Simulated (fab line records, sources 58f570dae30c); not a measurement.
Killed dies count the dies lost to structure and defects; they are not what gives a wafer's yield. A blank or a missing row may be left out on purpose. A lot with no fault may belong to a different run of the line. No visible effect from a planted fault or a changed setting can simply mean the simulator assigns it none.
Which tool did it? / flow berkeley-cmos170 / 15 lots, 45 wafers sampled, at 1 step of a route of 331

== WHAT THE GAUGES READ, wafer by wafer ==
Not one reading of a measure or inspect step in the record can be checked against a usual standard deviation.

== TOOL THAT RAN EACH LOT (tool first, then ch and the chambers of the sampled wafers, then the start) ==
lot=L972; UCB170_PWELL_OXIDATION_02=furnace-01 ch 0, day 2 19:25
lot=L973; UCB170_PWELL_OXIDATION_02=furnace-02 ch 0, day 2 23:14
lot=L975; UCB170_PWELL_OXIDATION_02=furnace-01 ch 0, day 3 11:56
lot=L976; UCB170_PWELL_OXIDATION_02=furnace-02 ch 0, day 3 16:28
lot=L977; UCB170_PWELL_OXIDATION_02=furnace-02 ch 0, day 3 16:28
lot=L978; UCB170_PWELL_OXIDATION_02=furnace-01 ch 0, day 4 00:13
lot=L979; UCB170_PWELL_OXIDATION_02=furnace-01 ch 0, day 4 00:13
lot=L981; UCB170_PWELL_OXIDATION_02=furnace-02 ch 0, day 4 13:50
lot=L982; UCB170_PWELL_OXIDATION_02=furnace-01 ch 0, day 4 23:40
lot=L984; UCB170_PWELL_OXIDATION_02=furnace-02 ch 0, day 5 03:40
lot=L986; UCB170_PWELL_OXIDATION_02=furnace-01 ch 0, day 5 17:11
lot=L990; UCB170_PWELL_OXIDATION_02=furnace-03, day 6 16:21
lot=L991; UCB170_PWELL_OXIDATION_02=furnace-03, day 6 16:21
lot=L992; UCB170_PWELL_OXIDATION_02=furnace-02, day 6 23:56
lot=L994; UCB170_PWELL_OXIDATION_02=furnace-02 ch 0, day 7 06:33
- UCB170_PWELL_OXIDATION_02: target thk 26.4 nm, ox time 1260 s.

== AS READ BY THE TOOLS THEMSELVES (means over the sampled wafers that have a number; for cases with no such wafer, the mark the record gives instead) ==
UCB170_PWELL_OXIDATION_02.
lot=L972; tool=furnace-01; ox-temp-c (C)=999.6; ox-temp-c-max=1006.3
lot=L973; tool=furnace-02; ox-temp-c (C)=999.9; ox-temp-c-max=1005.9
lot=L975; tool=furnace-01; ox-temp-c (C)=999.7; ox-temp-c-max=1004.9
lot=L976; tool=furnace-02; ox-temp-c (C)=1000.0; ox-temp-c-max=1005.6
lot=L977; tool=furnace-02; ox-temp-c (C)=999.6; ox-temp-c-max=1004.6
lot=L978; tool=furnace-01; ox-temp-c (C)=999.8; ox-temp-c-max=1004.5
lot=L979; tool=furnace-01; ox-temp-c (C)=1000.0; ox-temp-c-max=1004.6
lot=L981; tool=furnace-02; ox-temp-c (C)=1000.3; ox-temp-c-max=1005.2
lot=L982; tool=furnace-01; ox-temp-c (C)=999.5; ox-temp-c-max=1005.2
lot=L984; tool=furnace-02; ox-temp-c (C)=1000.1; ox-temp-c-max=1006.2
lot=L986; tool=furnace-01; ox-temp-c (C)=999.8; ox-temp-c-max=1006.2
lot=L990; tool=furnace-03; ox-temp-c (C)=-; ox-temp-c-max=-
lot=L991; tool=furnace-03; ox-temp-c (C)=-; ox-temp-c-max=-
lot=L992; tool=furnace-02; ox-temp-c (C)=-; ox-temp-c-max=-
lot=L994; tool=furnace-02; ox-temp-c (C)=999.8; ox-temp-c-max=1005.3

== THE ANSWER, worked out from the rows above alone ==
Rule: the lots themselves supply what counts as usual. Put in order of their means at a reading, lots are off if they are a third of the lots or fewer, leave a main group of 4 or more, and stand apart from it by a gap of 3 or more times the standard deviation of the main group's means; of several such gaps the widest counts. A main group whose means are all the same, to the digits that the tables above print for the reading, isn't used. Also off: a lot with no number at a reading for which 4 or more lots have one. Where the step has rows for the other lots, those lots are counted as sound. After the gauges, taken in route order, come the tools' own readings; for these a lot's mean is taken, as printed above. At the first step where some lot is off, the reading lying furthest off is the one used; lots without a number count as furthest.
Off: L990, L991, L992, at UCB170_PWELL_OXIDATION_02 (ox-temp-c). Without a number there: L990, L991, L992. Mean 999.8 C and standard deviation 0.22 in the main group.
If a tool, at that step or one of the process steps before it, ran each lot that is off and ran no sound lot following the first of them, it fits. None of those tried fits.

== WHAT HAD BEEN PUT IN BY THE SIMULATOR ==
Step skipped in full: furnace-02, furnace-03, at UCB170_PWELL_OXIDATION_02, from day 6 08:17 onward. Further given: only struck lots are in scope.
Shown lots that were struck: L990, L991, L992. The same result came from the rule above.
